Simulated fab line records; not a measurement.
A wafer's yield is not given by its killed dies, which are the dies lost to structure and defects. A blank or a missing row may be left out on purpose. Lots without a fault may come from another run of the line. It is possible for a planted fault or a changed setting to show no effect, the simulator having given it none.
fab line records / flow berkeley-cmos170 / part 2 of 2: steps 36 to 46 of 46
[record] lots = 5 wafers = 15 last-day = 11
route steps=331 shown SCREENOX@100 NVT@104 PVT@115 GATE@125 FIELD@126 PLDD@145
lots untouched by any fault: they come from a run of this same line in which no faults occurred
start-h: start of the lot's first displayed wafer, in hours after the record's first day / wait-h: hours from the lot's prior step to this one / " as in the row above / L1.1+2: a single row standing in for several wafers / - value missing, or start not given / * or withheld: withheld / < > ~ a bound
route shown NAME@n: names a module that has steps shown in the file, with the first one's number in the route / usual: mean and standard deviation over wafers with no fault / same: alike in all rows / chamber/n: place in a boat / sites: the reading at each site / _std_site: standard deviation of those values / _edge_site: inner sites' mean taken away from outer sites' mean / radius-mm: how far each site lies from the wafer's centre / mask NAME#n: copy n / behind: the most recent tool/chamber to have shaped the wafer / hold: why the lot was held/for how many hours/how that ended / device: whichever transistor did not switch (one of n, p or np) / end of line: tests run on the same wafers once the route is complete / a step without rows: its recipe alone / killed: the dies lost at the first sort to structure and to defects; this is not the yield of the wafer / map: a wafer's dies, x killed, . not, _ none there
set.NAME: the setting the step ran with; set.NAME@STEP: the setting that earlier step ran with / model.NAME: the simulator's own value behind a step, which no gauge read
lots at selected steps of the route; one table per step, one row per wafer
services: a tool's chamber out of use, with start hour (start-h, from the record's first day; less than 0 if before it), hours out, and reason
[[steps]]
[step UCB170_GATE_EXPOSE_09]
[recipe] mask-id = POLY target-cd-nm = 350 na = 0.5 sigma-outer = 0.6 source-shape = conventional dose-mj = 21
lot.wafer=L074.1+3+4 tool=krf-scanner-02 chamber=0 start-h=123.87 wait-h=- mask=POLY#0
lot.wafer=L078.2+3+4 tool=krf-scanner-01 chamber=0 start-h=138.11 wait-h=- mask=POLY#0
lot.wafer=L087.2+5+6 tool=krf-scanner-01 chamber=0 start-h=193.86 wait-h=- mask=POLY#0
lot.wafer=L090.1+2+4 tool=krf-scanner-02 chamber=0 start-h=207.54 wait-h=- mask=POLY#0
lot.wafer=L095.2+3+6 tool=krf-scanner-02 chamber=0 start-h=233.68 wait-h=- mask=POLY#0
[step UCB170_GATE_PEB_10]
[recipe] peb-temp-c = 130 peb-time-s = withheld resist = KrF
lot.wafer=L074.1+3+4 tool=litho-track-01 chamber=0 start-h=124.79 wait-h=0.9
lot.wafer=L078.2+3+4 tool=litho-track-02 chamber=0 start-h=138.42 wait-h=0.3
lot.wafer=L087.2+5+6 tool=litho-track-04 chamber=0 start-h=193.98 wait-h=0.1
lot.wafer=L090.1+2+4 tool=litho-track-02 chamber=0 start-h=207.66 wait-h=0.1
lot.wafer=L095.2+3+6 tool=litho-track-04 chamber=0 start-h=233.97 wait-h=0.3
[step UCB170_GATE_DEVELOP_11]
[recipe] developer = TMAH develop-time-s = 45 resist = KrF dev-temp-c = 21
lot.wafer=L074.1+3+4 tool=litho-track-01 chamber=0 start-h=- wait-h=-
lot.wafer=L078.2+3+4 tool=litho-track-02 chamber=0 start-h=- wait-h=-
lot.wafer=L087.2+5+6 tool=litho-track-04 chamber=0 start-h=- wait-h=-
lot.wafer=L090.1+2+4 tool=litho-track-02 chamber=0 start-h=- wait-h=-
lot.wafer=L095.2+3+6 tool=litho-track-04 chamber=0 start-h=- wait-h=-
[step UCB170_GATE_CD_MEAS_12]
[recipe] target-cd-nm = 350
[usual] cd-nm = 349.8/1.1
lot.wafer=L074.1 tool=cd-sem-01 chamber=- start-h=125.07 wait-h=- cd-nm=350.8
lot.wafer=L074.3 tool=cd-sem-01 chamber=- start-h=125.07 wait-h=- cd-nm=351.7
lot.wafer=L074.4 tool=cd-sem-01 chamber=- start-h=125.07 wait-h=- cd-nm=351.2
lot.wafer=L078.2 tool=cd-sem-02 chamber=- start-h=138.69 wait-h=- cd-nm=349.4
lot.wafer=L078.3 tool=cd-sem-02 chamber=- start-h=138.69 wait-h=- cd-nm=348.6
lot.wafer=L078.4 tool=cd-sem-02 chamber=- start-h=138.69 wait-h=- cd-nm=348.2
lot.wafer=L087.2 tool=cd-sem-01 chamber=- start-h=194.25 wait-h=- cd-nm=350.3
lot.wafer=L087.5 tool=cd-sem-01 chamber=- start-h=194.25 wait-h=- cd-nm=350.3
lot.wafer=L087.6 tool=cd-sem-01 chamber=- start-h=194.25 wait-h=- cd-nm=349.8
lot.wafer=L090.1 tool=cd-sem-01 chamber=- start-h=207.93 wait-h=- cd-nm=349.1
lot.wafer=L090.2 tool=cd-sem-01 chamber=- start-h=207.93 wait-h=- cd-nm=350.6
lot.wafer=L090.4 tool=cd-sem-01 chamber=- start-h=207.93 wait-h=- cd-nm=350.0
lot.wafer=L095.2 tool=cd-sem-01 chamber=- start-h=234.29 wait-h=- cd-nm=352.1
lot.wafer=L095.3 tool=cd-sem-01 chamber=- start-h=234.29 wait-h=- cd-nm=350.7
lot.wafer=L095.6 tool=cd-sem-01 chamber=- start-h=234.29 wait-h=- cd-nm=350.6
[step UCB170_GATE_OVL_MEAS_13]
[usual] GATE_OVL = 2/5.9
lot.wafer=L074.1 tool=overlay-02 chamber=- start-h=125.19 wait-h=0.1 GATE_OVL[nm]=4
lot.wafer=L074.3 tool=overlay-02 chamber=- start-h=125.19 wait-h=0.1 GATE_OVL[nm]=-3
lot.wafer=L074.4 tool=overlay-02 chamber=- start-h=125.19 wait-h=0.1 GATE_OVL[nm]=8
lot.wafer=L078.2 tool=overlay-02 chamber=- start-h=138.80 wait-h=0.1 GATE_OVL[nm]=-1
lot.wafer=L078.3 tool=overlay-02 chamber=- start-h=138.80 wait-h=0.1 GATE_OVL[nm]=-8
lot.wafer=L078.4 tool=overlay-02 chamber=- start-h=138.80 wait-h=0.1 GATE_OVL[nm]=-3
lot.wafer=L087.2 tool=overlay-02 chamber=- start-h=194.36 wait-h=0.1 GATE_OVL[nm]=-1
lot.wafer=L087.5 tool=overlay-02 chamber=- start-h=194.36 wait-h=0.1 GATE_OVL[nm]=1
lot.wafer=L087.6 tool=overlay-02 chamber=- start-h=194.36 wait-h=0.1 GATE_OVL[nm]=-1
lot.wafer=L090.1 tool=overlay-02 chamber=- start-h=208.05 wait-h=0.1 GATE_OVL[nm]=2
lot.wafer=L090.2 tool=overlay-02 chamber=- start-h=208.05 wait-h=0.1 GATE_OVL[nm]=-4
lot.wafer=L090.4 tool=overlay-02 chamber=- start-h=208.05 wait-h=0.1 GATE_OVL[nm]=-3
lot.wafer=L095.2 tool=overlay-01 chamber=- start-h=234.40 wait-h=0.1 GATE_OVL[nm]=-2
lot.wafer=L095.3 tool=overlay-01 chamber=- start-h=234.40 wait-h=0.1 GATE_OVL[nm]=3
lot.wafer=L095.6 tool=overlay-01 chamber=- start-h=234.40 wait-h=0.1 GATE_OVL[nm]=-7
[step UCB170_GATE_ETCH_14]
[recipe] chemistry = N2/H2 target-depth-a = withheld overetch-a = withheld target = BARC time-s = withheld source-w = 500 bias-w = 100 pressure-mtorr = 30 n2-flow-sccm = 100 h2-flow-sccm = 200
[usual] drypump-motor-current-A = 5.9/0.43 oes-product-au = 1.007/0.019 throttle-valve-pct = 13.39/0.21
lot.wafer=L074.1 tool=rie-diel-01 chamber=1 start-h=125.22 wait-h=0.0 drypump-motor-current-A=6.4 oes-product-au=0.994 throttle-valve-pct=13.72
lot.wafer=L074.3 tool=rie-diel-01 chamber=2 start-h=125.22 wait-h=0.0 drypump-motor-current-A=6.0 oes-product-au=1.009 throttle-valve-pct=13.54
lot.wafer=L074.4 tool=rie-diel-01 chamber=3 start-h=125.22 wait-h=0.0 drypump-motor-current-A=5.5 oes-product-au=0.997 throttle-valve-pct=13.11
lot.wafer=L078.2 tool=rie-diel-01 chamber=3 start-h=138.83 wait-h=0.0 drypump-motor-current-A=5.5 oes-product-au=1.009 throttle-valve-pct=13.10
lot.wafer=L078.3 tool=rie-diel-01 chamber=0 start-h=138.83 wait-h=0.0 drypump-motor-current-A=5.9 oes-product-au=1.000 throttle-valve-pct=13.50
lot.wafer=L078.4 tool=rie-diel-01 chamber=2 start-h=138.83 wait-h=0.0 drypump-motor-current-A=6.1 oes-product-au=1.018 throttle-valve-pct=13.52
lot.wafer=L087.2 tool=rie-diel-01 chamber=2 start-h=194.39 wait-h=0.0 drypump-motor-current-A=6.0 oes-product-au=1.021 throttle-valve-pct=13.51
lot.wafer=L087.5 tool=rie-diel-01 chamber=3 start-h=194.39 wait-h=0.0 drypump-motor-current-A=5.5 oes-product-au=1.010 throttle-valve-pct=13.10
lot.wafer=L087.6 tool=rie-diel-01 chamber=0 start-h=194.39 wait-h=0.0 drypump-motor-current-A=5.9 oes-product-au=0.995 throttle-valve-pct=13.52
lot.wafer=L090.1 tool=rie-diel-04 chamber=2 start-h=208.09 wait-h=0.0 drypump-motor-current-A=5.7 oes-product-au=1.045 throttle-valve-pct=13.23
lot.wafer=L090.2 tool=rie-diel-04 chamber=1 start-h=208.09 wait-h=0.0 drypump-motor-current-A=6.1 oes-product-au=1.049 throttle-valve-pct=12.89
lot.wafer=L090.4 tool=rie-diel-04 chamber=1 start-h=208.09 wait-h=0.0 drypump-motor-current-A=6.1 oes-product-au=1.039 throttle-valve-pct=12.89
lot.wafer=L095.2 tool=rie-diel-03 chamber=0 start-h=234.43 wait-h=0.0 drypump-motor-current-A=6.6 oes-product-au=0.999 throttle-valve-pct=13.45
lot.wafer=L095.3 tool=rie-diel-03 chamber=2 start-h=234.43 wait-h=0.0 drypump-motor-current-A=5.6 oes-product-au=0.992 throttle-valve-pct=13.38
lot.wafer=L095.6 tool=rie-diel-03 chamber=2 start-h=234.43 wait-h=0.0 drypump-motor-current-A=5.5 oes-product-au=1.005 throttle-valve-pct=13.40
[step UCB170_GATE_ETCH_15]
[recipe] chemistry = HBr/Cl2 target = poly-Si stop-on = SiO2 over-etch-frac = 0.3 icp-w = 300 bias-w = 150 time-s = 56.3 pressure-mtorr = 15 HBr_flow_sccm = 150 Cl2_flow_sccm = 50 target-depth-a = 2782
[usual] drypump-motor-current-A = 6.1/0.39 oes-product-au = 0.831/0.013 throttle-valve-pct = 26.38/0.17
lot.wafer=L074.1 tool=rie-si-02 chamber=1 start-h=125.26 wait-h=- drypump-motor-current-A=6.8 oes-product-au=0.840 rf-hours-counter-h=35 throttle-valve-pct=26.11
lot.wafer=L074.3 tool=rie-si-02 chamber=0 start-h=125.26 wait-h=- drypump-motor-current-A=6.4 oes-product-au=0.813 rf-hours-counter-h=1 throttle-valve-pct=26.51
lot.wafer=L074.4 tool=rie-si-02 chamber=3 start-h=125.26 wait-h=- drypump-motor-current-A=5.4 oes-product-au=0.830 rf-hours-counter-h=90 throttle-valve-pct=26.44
lot.wafer=L078.2 tool=rie-si-01 chamber=1 start-h=138.87 wait-h=- drypump-motor-current-A=6.2 oes-product-au=0.809 rf-hours-counter-h=2 throttle-valve-pct=26.13
lot.wafer=L078.3 tool=rie-si-01 chamber=0 start-h=138.87 wait-h=- drypump-motor-current-A=6.1 oes-product-au=0.846 rf-hours-counter-h=100 throttle-valve-pct=26.28
lot.wafer=L078.4 tool=rie-si-01 chamber=2 start-h=138.87 wait-h=- drypump-motor-current-A=5.8 oes-product-au=0.837 rf-hours-counter-h=104 throttle-valve-pct=26.55
lot.wafer=L087.2 tool=rie-si-01 chamber=2 start-h=194.43 wait-h=- drypump-motor-current-A=5.7 oes-product-au=0.842 rf-hours-counter-h=104 throttle-valve-pct=26.56
lot.wafer=L087.5 tool=rie-si-01 chamber=2 start-h=194.43 wait-h=- drypump-motor-current-A=5.7 oes-product-au=0.838 rf-hours-counter-h=- throttle-valve-pct=26.57
lot.wafer=L087.6 tool=rie-si-01 chamber=1 start-h=194.43 wait-h=- drypump-motor-current-A=6.3 oes-product-au=0.813 rf-hours-counter-h=- throttle-valve-pct=26.14
lot.wafer=L090.1 tool=rie-si-02 chamber=3 start-h=208.13 wait-h=- drypump-motor-current-A=5.4 oes-product-au=0.830 rf-hours-counter-h=90 throttle-valve-pct=26.44
lot.wafer=L090.2 tool=rie-si-02 chamber=0 start-h=208.13 wait-h=- drypump-motor-current-A=6.4 oes-product-au=0.818 rf-hours-counter-h=1 throttle-valve-pct=26.50
lot.wafer=L090.4 tool=rie-si-02 chamber=1 start-h=208.13 wait-h=- drypump-motor-current-A=6.8 oes-product-au=0.833 rf-hours-counter-h=35 throttle-valve-pct=26.13
lot.wafer=L095.2 tool=rie-si-02 chamber=3 start-h=234.47 wait-h=- drypump-motor-current-A=5.4 oes-product-au=0.825 rf-hours-counter-h=91 throttle-valve-pct=26.43
lot.wafer=L095.3 tool=rie-si-02 chamber=0 start-h=234.47 wait-h=- drypump-motor-current-A=6.4 oes-product-au=0.818 rf-hours-counter-h=1 throttle-valve-pct=26.52
lot.wafer=L095.6 tool=rie-si-02 chamber=3 start-h=234.47 wait-h=- drypump-motor-current-A=5.4 oes-product-au=0.824 rf-hours-counter-h=- throttle-valve-pct=26.45
[step UCB170_GATE_STRIP_16]
[recipe] chemistry = O2 power-w = 400 pressure-mtorr = 3500 platen-temp-c = withheld o2-flow-sccm = 400 overash-fraction = 0.5
[usual] drypump-motor-current-A = 5.7/0.47 oes-product-au = 0.725/0.0041
lot.wafer=L074.1 tool=plasma-asher-02 chamber=1 start-h=125.31 wait-h=0.0 drypump-motor-current-A=6.5 oes-product-au=0.724 rf-hours-counter-h=45
lot.wafer=L074.3 tool=plasma-asher-02 chamber=0 start-h=125.31 wait-h=0.0 drypump-motor-current-A=5.4 oes-product-au=0.722 rf-hours-counter-h=-
lot.wafer=L074.4 tool=plasma-asher-02 chamber=1 start-h=125.31 wait-h=0.0 drypump-motor-current-A=6.5 oes-product-au=0.726 rf-hours-counter-h=-
lot.wafer=L078.2 tool=plasma-asher-02 chamber=1 start-h=138.95 wait-h=0.1 drypump-motor-current-A=6.5 oes-product-au=0.726 rf-hours-counter-h=46
lot.wafer=L078.3 tool=plasma-asher-02 chamber=0 start-h=138.95 wait-h=0.1 drypump-motor-current-A=5.4 oes-product-au=0.730 rf-hours-counter-h=-
lot.wafer=L078.4 tool=plasma-asher-02 chamber=1 start-h=138.95 wait-h=0.1 drypump-motor-current-A=6.5 oes-product-au=0.726 rf-hours-counter-h=-
lot.wafer=L087.2 tool=plasma-asher-02 chamber=1 start-h=194.48 wait-h=0.0 drypump-motor-current-A=6.5 oes-product-au=0.719 rf-hours-counter-h=52
lot.wafer=L087.5 tool=plasma-asher-02 chamber=1 start-h=194.48 wait-h=0.0 drypump-motor-current-A=6.5 oes-product-au=0.721 rf-hours-counter-h=-
lot.wafer=L087.6 tool=plasma-asher-02 chamber=0 start-h=194.48 wait-h=0.0 drypump-motor-current-A=5.4 oes-product-au=0.731 rf-hours-counter-h=-
lot.wafer=L090.1 tool=plasma-asher-02 chamber=1 start-h=208.18 wait-h=0.0 drypump-motor-current-A=6.5 oes-product-au=0.717 rf-hours-counter-h=54
lot.wafer=L090.2 tool=plasma-asher-02 chamber=0 start-h=208.18 wait-h=0.0 drypump-motor-current-A=5.5 oes-product-au=0.722 rf-hours-counter-h=54
lot.wafer=L090.4 tool=plasma-asher-02 chamber=1 start-h=208.18 wait-h=0.0 drypump-motor-current-A=6.5 oes-product-au=0.730 rf-hours-counter-h=-
lot.wafer=L095.2 tool=plasma-asher-03 chamber=1 start-h=234.52 wait-h=0.0 drypump-motor-current-A=6.0 oes-product-au=0.727 rf-hours-counter-h=56
lot.wafer=L095.3 tool=plasma-asher-03 chamber=1 start-h=234.52 wait-h=0.0 drypump-motor-current-A=6.0 oes-product-au=0.722 rf-hours-counter-h=-
lot.wafer=L095.6 tool=plasma-asher-03 chamber=1 start-h=234.52 wait-h=0.0 drypump-motor-current-A=6.0 oes-product-au=0.725 rf-hours-counter-h=-
[step UCB170_GATE_CD_MEAS_90]
[recipe] target-cd-nm = 350
[usual] cd-nm = 349.7/1.2
lot.wafer=L074.1 tool=cd-sem-01 chamber=- start-h=125.45 wait-h=0.1 cd-nm=349.7
lot.wafer=L074.3 tool=cd-sem-01 chamber=- start-h=125.45 wait-h=0.1 cd-nm=350.7
lot.wafer=L074.4 tool=cd-sem-01 chamber=- start-h=125.45 wait-h=0.1 cd-nm=350.6
lot.wafer=L078.2 tool=cd-sem-02 chamber=- start-h=139.07 wait-h=0.1 cd-nm=349.5
lot.wafer=L078.3 tool=cd-sem-02 chamber=- start-h=139.07 wait-h=0.1 cd-nm=349.8
lot.wafer=L078.4 tool=cd-sem-02 chamber=- start-h=139.07 wait-h=0.1 cd-nm=348.5
lot.wafer=L087.2 tool=cd-sem-01 chamber=- start-h=194.60 wait-h=0.1 cd-nm=349.1
lot.wafer=L087.5 tool=cd-sem-01 chamber=- start-h=194.60 wait-h=0.1 cd-nm=350.9
lot.wafer=L087.6 tool=cd-sem-01 chamber=- start-h=194.60 wait-h=0.1 cd-nm=350.8
lot.wafer=L090.1 tool=cd-sem-02 chamber=- start-h=208.28 wait-h=0.1 cd-nm=348.5
lot.wafer=L090.2 tool=cd-sem-02 chamber=- start-h=208.28 wait-h=0.1 cd-nm=350.4
lot.wafer=L090.4 tool=cd-sem-02 chamber=- start-h=208.28 wait-h=0.1 cd-nm=350.0
lot.wafer=L095.2 tool=cd-sem-01 chamber=- start-h=234.73 wait-h=0.2 cd-nm=350.8
lot.wafer=L095.3 tool=cd-sem-01 chamber=- start-h=234.73 wait-h=0.2 cd-nm=351.1
lot.wafer=L095.6 tool=cd-sem-01 chamber=- start-h=234.73 wait-h=0.2 cd-nm=351.2
[step UCB170_GATE_CLEAN_17]
[recipe] chemistry = SPM temp-c = 120 time-s = 600
lot.wafer=L074.1+3+4 tool=wet-bench-03 chamber=3 start-h=125.58 wait-h=0.1
lot.wafer=L078.2+3+4 tool=wet-bench-02 chamber=3 start-h=140.97 wait-h=1.9
lot.wafer=L087.2+5+6 tool=wet-bench-04 chamber=0 start-h=194.72 wait-h=0.1
lot.wafer=L090.1+2+4 tool=wet-bench-04 chamber=0 start-h=208.40 wait-h=0.1
lot.wafer=L095.2+3+6 tool=wet-bench-03 chamber=0 start-h=234.83 wait-h=0.1
[step UCB170_PLDD_HMDS_00]
[recipe] prime-time-s = 60 prime-temp-c = 100
lot.wafer=L074.1+3+4 tool=litho-track-03 chamber=0 start-h=126.44 wait-h=0.7
lot.wafer=L078.2+3+4 tool=litho-track-03 chamber=0 start-h=141.17 wait-h=0.0
lot.wafer=L087.2+5+6 tool=litho-track-01 chamber=0 start-h=195.27 wait-h=0.4
lot.wafer=L090.1+2+4 tool=litho-track-02 chamber=0 start-h=208.57 wait-h=0.0
lot.wafer=L095.2+3+6 tool=litho-track-03 chamber=0 start-h=235.05 wait-h=0.0
[[services]]
tool=rie-diel-01 chamber=1 start-h=92.42 hours=15.5 kind=repair
tool=krf-scanner-01 chamber=- start-h=103.93 hours=1.0 kind=pm
tool=plasma-asher-03 chamber=- start-h=119.09 hours=1.5 kind=repair
tool=plasma-asher-04 chamber=- start-h=132.72 hours=7.5 kind=repair
tool=plasma-asher-02 chamber=- start-h=134.62 hours=1.7 kind=repair
tool=furnace-04 chamber=- start-h=138.59 hours=2.8 kind=pm
tool=krf-scanner-01 chamber=- start-h=139.83 hours=3.6 kind=pm
tool=krf-scanner-01 chamber=- start-h=143.39 hours=0.8 kind=pm
tool=krf-scanner-02 chamber=- start-h=144.15 hours=1.0 kind=pm
tool=lpcvd-02 chamber=- start-h=157.73 hours=2.8 kind=pm
tool=furnace-01 chamber=- start-h=159.70 hours=3.7 kind=pm
tool=furnace-01 chamber=- start-h=163.40 hours=6.7 kind=pm
tool=implanter-02 chamber=- start-h=167.37 hours=3.4 kind=pm
tool=krf-scanner-02 chamber=- start-h=178.43 hours=1.3 kind=pm
tool=plasma-asher-03 chamber=- start-h=179.76 hours=2.8 kind=pm
tool=furnace-02 chamber=- start-h=182.25 hours=3.2 kind=pm
tool=krf-scanner-01 chamber=- start-h=182.37 hours=4.4 kind=pm
tool=lpcvd-02 chamber=- start-h=195.50 hours=1.6 kind=repair
tool=krf-scanner-01 chamber=- start-h=199.51 hours=1.3 kind=pm
tool=krf-scanner-01 chamber=- start-h=208.69 hours=0.9 kind=repair
tool=furnace-04 chamber=- start-h=211.19 hours=3.7 kind=pm
tool=implanter-02 chamber=- start-h=221.16 hours=4.2 kind=repair
tool=furnace-01 chamber=- start-h=224.76 hours=3.9 kind=pm
tool=furnace-03 chamber=- start-h=228.75 hours=3.4 kind=pm
